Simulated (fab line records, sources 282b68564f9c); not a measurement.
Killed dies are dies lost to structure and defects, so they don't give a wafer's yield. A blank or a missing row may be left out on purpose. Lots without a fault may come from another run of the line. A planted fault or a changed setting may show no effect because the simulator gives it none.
A struck lot beside a sound one | flow rit_cmos | 15 steps out of a route of 202
Sound: wafers L731.3, L731.4, L731.6. Struck: wafers L736.2, L736.5, L736.6. The cause comes at the end.
At each step with rows: each side's tool, then ch and its chambers, then its first start. Under that, the readings that differ: sound wafers | struck wafers | difference of the means | sigmas: that difference in standard deviations of wafers without a fault.
alike: readings whose means differ by less than 2 such deviations, and words and numbers that are the same on both sides. not compared: withheld readings, readings that some wafer has no value for, bounds like >300 that may hide the same value, and numbers for which the record gives no deviation and whose values overlap.
The two part at a step that has a row with sigmas, a row that says differs or no value, or rows on one side only. Numbers that don't overlap but have no deviation are shown without sigmas and don't part them. A reading that every wafer of one side lacks parts them only if that side has two wafers or more.

first, 4 steps without rows for these wafers: RIT_PSD_SOFTBAKE_02 (time 60 s); RIT_PSD_EXPOSE_03 (exposes mask M10, target cd 40900 nm); RIT_PSD_PEB_04; RIT_PSD_DEVELOP_05 (develop time 50 s).
RIT_PSD_OVL_MEAS_06:
  sound on overlay-01, day 4 19:35; struck on overlay-01, day 5 18:44
  alike: PSD_OVL
then, 2 steps without rows for these wafers: RIT_PSD_HARDBAKE_07 (time 60 s); RIT_PSD_IMPLANT_08.
RIT_PSD_STRIP_09: strips in O2, time 180 s.
  sound on plasma_asher-04 ch 0,1, day 4 19:58; struck on plasma_asher-01 ch 0,1, day 5 19:04
  alike: drypump_motor_current_A
  not compared: rf_hours_counter_h
RIT_PSD_TW_MEAS_10:
  sound on film_metro-03, day 4 20:07; struck on film_metro-01, day 5 19:15
  alike: PSD_TW
then, 3 steps without rows for these wafers: RIT_SDANNEAL_CLEAN_00 (cleans in SC1, time 579.2 s); RIT_SDANNEAL_CLEAN_01 (cleans in dHF, time 30 s); RIT_SDANNEAL_CLEAN_02 (cleans in SC2, time 600 s).
RIT_SDANNEAL_RTA_03: time 4.891 s.
  sound on rtp_anneal-02 ch 0, day 4 20:32; struck on rtp_anneal-02 ch 0, day 5 19:43
  reading          | sound                | struck            | difference | sigmas
  wafer_temp_C_max | 1054.2 1055.3 1054.8 | 988.0 988.0 988.0 | -66.8      | -56
RIT_SDANNEAL_RS_MEAS_04: measures by four-point-probe.
  sound on film_metro-01, day 4 20:37; struck on film_metro-01, day 5 20:08
  reading         | sound             | struck            | difference | sigmas
  PSD_RS (ohm/sq) | 117.0 117.0 117.4 | 166.9 166.5 166.4 | +49.5      | +99 or more
  not compared: hold
RIT_M1_PROBE_99:
  the record has rows for the sound wafers here (prober-01, day 5 04:05) and none for the struck ones

WHERE THEY PART
First at RIT_SDANNEAL_RTA_03; last, within this record, at RIT_M1_PROBE_99.

WHY: what the simulator had put in
Process parameter drift: rtp_anneal-02, from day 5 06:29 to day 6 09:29, at RIT_SDANNEAL_RTA_03. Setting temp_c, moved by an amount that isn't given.
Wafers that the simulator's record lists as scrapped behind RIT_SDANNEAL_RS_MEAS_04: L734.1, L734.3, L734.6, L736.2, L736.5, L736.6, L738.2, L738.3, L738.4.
